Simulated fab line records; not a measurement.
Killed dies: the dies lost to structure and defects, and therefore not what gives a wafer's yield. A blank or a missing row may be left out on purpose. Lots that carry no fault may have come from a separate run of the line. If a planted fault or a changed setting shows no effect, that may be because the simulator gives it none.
Problem report in the 8D (eight disciplines) form, filled by code || flow rit_cmos || the parts of the form that need people (team, actions taken, sign-off) are left out

1. THE ISSUE
Mean of tube_center_temp_C at RIT_GATE_OXIDATION_05: 892.76 C across 6 wafers in 2 lots; on wafers with no fault it is 899.99 C (standard deviation 0.08). That puts it -90 standard deviations away from the usual mean.
The step: target thk 3 nm, ox time 270 s.
First seen on wafer L525.2, day 3 10:20, on furnace-03. Wafers with a number at this step in the record: 42, from 14 lots. By rule, "out" or "out of limits" means more than 4 standard deviations away from the usual mean. The rest of the wafers with a number are treated as sound.

2. WHAT IT IS; WHAT IT IS NOT
{"question": "which readings at this step", "is": "tube_center_temp_C, spike_tc_centre_C, spike_tc_source_C, tube_center_temp_C_max", "is not": "-"}
{"question": "which lots", "is": "L525, L527", "is not": "L521, L522, L524, L534, L535, L536, L537, L538, L540, L541, L542, L543"}
{"question": "which wafers of those lots", "is": "all that have a number", "is not": "-"}
{"question": "read on which tools", "is": "furnace-03", "is not": "furnace-01, furnace-02"}
{"question": "when", "is": "from day 3 10:20", "is not": "up to then (9 sound wafers); but 27 sound wafers of L534, L535, L536, L537, L538, L540, L541, L542, L543 came after"}

3. WHAT RULES OUT EACH SUSPECT
Counting: a tool at any process step up to the reading remains a suspect when it ran all the lots that are out and ran no sound lot after the first of those.
- furnace-03 at RIT_GATE_OXIDATION_05 (target thk 3 nm, ox time 270 s): ruled out as a lasting fault. Following L525 (day 3 10:20), the first lot on it that is out, the sound lots L542 were run on it.
Left after counting: nothing in the record.

4. THE CAUSE (what the simulator had put in)
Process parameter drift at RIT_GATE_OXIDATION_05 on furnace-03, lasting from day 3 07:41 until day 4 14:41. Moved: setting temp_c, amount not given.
Counting ruled it out, wrongly.

5. THE CHAIN OF EFFECTS, in route order
One row per reading whose mean, taken over the struck wafers that have a number, lies over 3 standard deviations from the usual. Scope: only readings with a usual standard deviation given in the record; hours: median across lots of the time from each lot's start at the first step in this table that gives one to its start at this step; sigmas: change in usual standard deviations.
{"hours": 0, "step": "RIT_GATE_OXIDATION_05", "reading": "spike_tc_centre_C", "usual": "901.7 C", "on struck wafers": 894.9, "change": -6.8, "sigmas": -5.7}
{"hours": 0, "step": "RIT_GATE_OXIDATION_05", "reading": "spike_tc_source_C", "usual": "924.3 C", "on struck wafers": 917.8, "change": -6.5, "sigmas": -5.4}
{"hours": 0, "step": "RIT_GATE_OXIDATION_05", "reading": "tube_center_temp_C", "usual": "899.99 C", "on struck wafers": 892.76, "change": -7.23, "sigmas": -90}
{"hours": 0, "step": "RIT_GATE_OXIDATION_05", "reading": "tube_center_temp_C_max", "usual": 902.3, "on struck wafers": 895.0, "change": -7.3, "sigmas": -19}
It contains these process steps:
- RIT_GATE_OXIDATION_05: target thk 3 nm, ox time 270 s.
Later measuring or inspecting steps at which every struck wafer that the step has a row for has a number for every such reading, and none has moved that far: RIT_GATE_THK_MEAS_07.

6. WHAT WOULD HAVE CAUGHT IT SOONER
First out-of-limits reading in this record: day 3 10:20, which is 3 hours after fault onset at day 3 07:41.
